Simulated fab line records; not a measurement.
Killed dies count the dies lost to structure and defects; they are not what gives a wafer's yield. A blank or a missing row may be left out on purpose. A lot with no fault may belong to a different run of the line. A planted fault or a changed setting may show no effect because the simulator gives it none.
A lot that was struck, set against a sound lot    flow rit_cmos    44 out of 202 route steps
Sound: these wafers, L159.2, L159.5, L159.6. Wafers struck: L168.1, L168.4, L168.6. Last of all comes the cause.
At each step with rows: each side's tool, then ch and its chambers, then its first start. Under that, the readings that differ: sound wafers    struck wafers    difference of the means    sigmas: that difference in standard deviations of wafers without a fault.
alike: readings with means less than 2 such deviations apart, plus words and numbers identical on both sides. not compared: withheld readings, readings lacking a value on some wafer, bounds such as >300 that could conceal the same value, and numbers that have no deviation in the record and whose values overlap.
Wherever a step has rows on one side only, a row that says differs or no value, or a row with sigmas, the two part there. Numbers that have no deviation but don't overlap get no sigmas and don't part them. A reading that every wafer of one side lacks parts them only if that side has two wafers or more.

first, 3 steps without rows for these wafers: RIT_REOX_CLEAN_01 (cleans in dHF, time 30 s); RIT_REOX_CLEAN_02 (cleans in SC2, time 600 s); RIT_REOX_OXIDATION_03 (target thk 25.2 nm, ox time 5580 s).
RIT_REOX_THK_MEAS_04:
  struck on film_metro-03, day 5 10:10; sound on film_metro-04, day 3 13:23
  alike: REOX_OXIDE_THK
then, 6 steps without rows for these wafers: RIT_NLDD_HMDS_00 (prime time 60 s); RIT_NLDD_COAT_01 (resist thk 1000 nm); RIT_NLDD_SOFTBAKE_02 (time 60 s); RIT_NLDD_EXPOSE_03 (exposes mask M7, target cd 40700 nm); RIT_NLDD_PEB_04; RIT_NLDD_DEVELOP_05 (develop time 50 s).
RIT_NLDD_OVL_MEAS_06:
  struck on overlay-02, day 5 11:19; sound on overlay-01, day 3 14:25
  alike: NLDD_OVL
then, 1 step without rows for these wafers: RIT_NLDD_HARDBAKE_07 (time 60 s).
RIT_NLDD_IMPLANT_08:
  sound on implanter-03 ch 0, day 3 14:37; struck on implanter-03 ch 0, day 5 11:31
  alike: dose_ions_cm2
RIT_NLDD_STRIP_09: strips in O2, time 180 s.
  sound on plasma_asher-01 ch 0,1, day 3 14:44; struck on plasma_asher-01 ch 0,1, day 5 11:40
  alike: chamber_pressure_mTorr, drypump_motor_current_A
  not compared: rf_hours_counter_h
RIT_NLDD_TW_MEAS_10:
  struck on film_metro-04, day 5 11:50; sound on film_metro-04, day 3 14:56
reading  sound           struck          difference  sigmas
NLDD_TW  2510 2497 2505  2474 2475 2462  -34         -2
then, 6 steps without rows for these wafers: RIT_PLDD_HMDS_00 (prime time 60 s); RIT_PLDD_COAT_01 (resist thk 1000 nm); RIT_PLDD_SOFTBAKE_02 (time 60 s); RIT_PLDD_EXPOSE_03 (exposes mask M8, target cd 40900 nm); RIT_PLDD_PEB_04; RIT_PLDD_DEVELOP_05 (develop time 50 s).
RIT_PLDD_OVL_MEAS_06:
  struck on overlay-02, day 5 12:52; sound on overlay-02, day 3 15:58
  alike: PLDD_OVL
then, 2 steps without rows for these wafers: RIT_PLDD_HARDBAKE_07 (time 60 s); RIT_PLDD_IMPLANT_08.
RIT_PLDD_STRIP_09: strips in O2, time 180 s.
  sound on plasma_asher-04 ch 0,1, day 3 16:17; struck on plasma_asher-02 ch 0,1, day 5 13:20
  alike: chamber_pressure_mTorr, drypump_motor_current_A
  not compared: rf_hours_counter_h
RIT_PLDD_TW_MEAS_10:
  struck on film_metro-04, day 5 13:31; sound on film_metro-03, day 3 16:28
  alike: PLDD_TW
then, 4 steps without rows for these wafers: RIT_SPACER_CLEAN_00 (cleans in SC1, time 600 s); RIT_SPACER_CLEAN_01 (cleans in dHF, time 30 s); RIT_SPACER_CLEAN_02 (cleans in SC2, time 600 s); RIT_SPACER_CVD_03 (deposits Si3N4 from SiH2Cl2/NH3, target thk 250 nm, time 3300 s).
RIT_SPACER_THK_MEAS_04:
  struck on film_metro-04, day 5 15:52; sound on film_metro-01, day 3 18:52
  alike: SPACER_NITRIDE_THK
RIT_SPACER_ETCHBACK_05: etches Si3N4 in SF6/CHF3, stops on SiO2, target depth 250 nm, time 240 s.
  sound on rie_diel-04 ch 0,1,2, day 3 18:55; struck on rie_diel-01 ch 0,1,2, day 5 15:55
  alike: chamber_pressure_mTorr, drypump_motor_current_A, oes_product_au, throttle_valve_pct
  not compared: rf_hours_counter_h
then, 6 steps without rows for these wafers: RIT_NSD_HMDS_00 (prime time 60 s); RIT_NSD_COAT_01 (resist thk 1000 nm); RIT_NSD_SOFTBAKE_02 (time 60 s); RIT_NSD_EXPOSE_03 (exposes mask M9, target cd 40700 nm); RIT_NSD_PEB_04; RIT_NSD_DEVELOP_05 (develop time 50 s).
RIT_NSD_OVL_MEAS_06:
  struck on overlay-02, day 5 16:55; sound on overlay-02, day 3 19:55
  alike: NSD_OVL
then, 2 steps without rows for these wafers: RIT_NSD_HARDBAKE_07 (time 60 s); RIT_NSD_IMPLANT_08.
RIT_NSD_STRIP_09: strips in O2, time 180 s.
  sound on plasma_asher-01 ch 0,1, day 3 20:15; struck on plasma_asher-04 ch 0,1, day 5 17:15
  alike: chamber_pressure_mTorr, drypump_motor_current_A
  not compared: rf_hours_counter_h
RIT_SDANNEAL_RS_MEAS_07: a four-point-probe measurement.
  struck on film_metro-03, day 5 19:53; sound on film_metro-01, day 3 22:52
reading           sound              struck  difference                     sigmas
NLDD_RS (ohm/sq)  152.0 151.8 151.8  - - -   no value on the struck wafers  
RIT_M1_PROBE_99:
  struck on prober-01, day 6 02:46; sound on prober-01, day 4 06:02
reading                                     sound                 struck                difference  sigmas
model.etest.nmos_turned.drive_ua_um         324.8 316.4 321       468.6 468.2 471.2     +148.6      
model.etest.nmos_0p15.drive_ua_um           463.4 468.8 462.3     498.5 506.8 501.3     +37.4       
model.etest.nmos_0p15.swing_mv_dec          85.45 85.72 86.34     87.24 87.2 87.38      +1.44       
model.etest.retro_edge_nmos.off_log10_a_um  -10.07 -9.822 -10.27  -9.351 -9.131 -9.037  +0.881      
model.etest.nmos_0p15.off_log10_a_um        -10.26 -10.02 -10.34  -9.498 -9.253 -9.145  +0.908      
model.etest.ring.quiet_log10_a (angstrom)   -7.88 -7.804 -7.992   -7.36 -7.158 -7.102   +0.69       
model.etest.nmos_0p15.bv_v (V)              5.513 5.501 5.531     5.21 5.187 5.218      -0.31       
model.etest.nmos_turned.isub_log10_a_um     -7.182 -7.299 -7.225  -6.996 -6.926 -6.96   +0.275      
  alike: killed_at_front_end, killed_dies, killed_open, killed_short

## WHERE THEY PART
First at RIT_NLDD_TW_MEAS_10; last, within this record, at RIT_SDANNEAL_RS_MEAS_07. Later steps at which nothing parts them and some readings are alike: RIT_M1_PROBE_99.

WHY: what the simulator had put in
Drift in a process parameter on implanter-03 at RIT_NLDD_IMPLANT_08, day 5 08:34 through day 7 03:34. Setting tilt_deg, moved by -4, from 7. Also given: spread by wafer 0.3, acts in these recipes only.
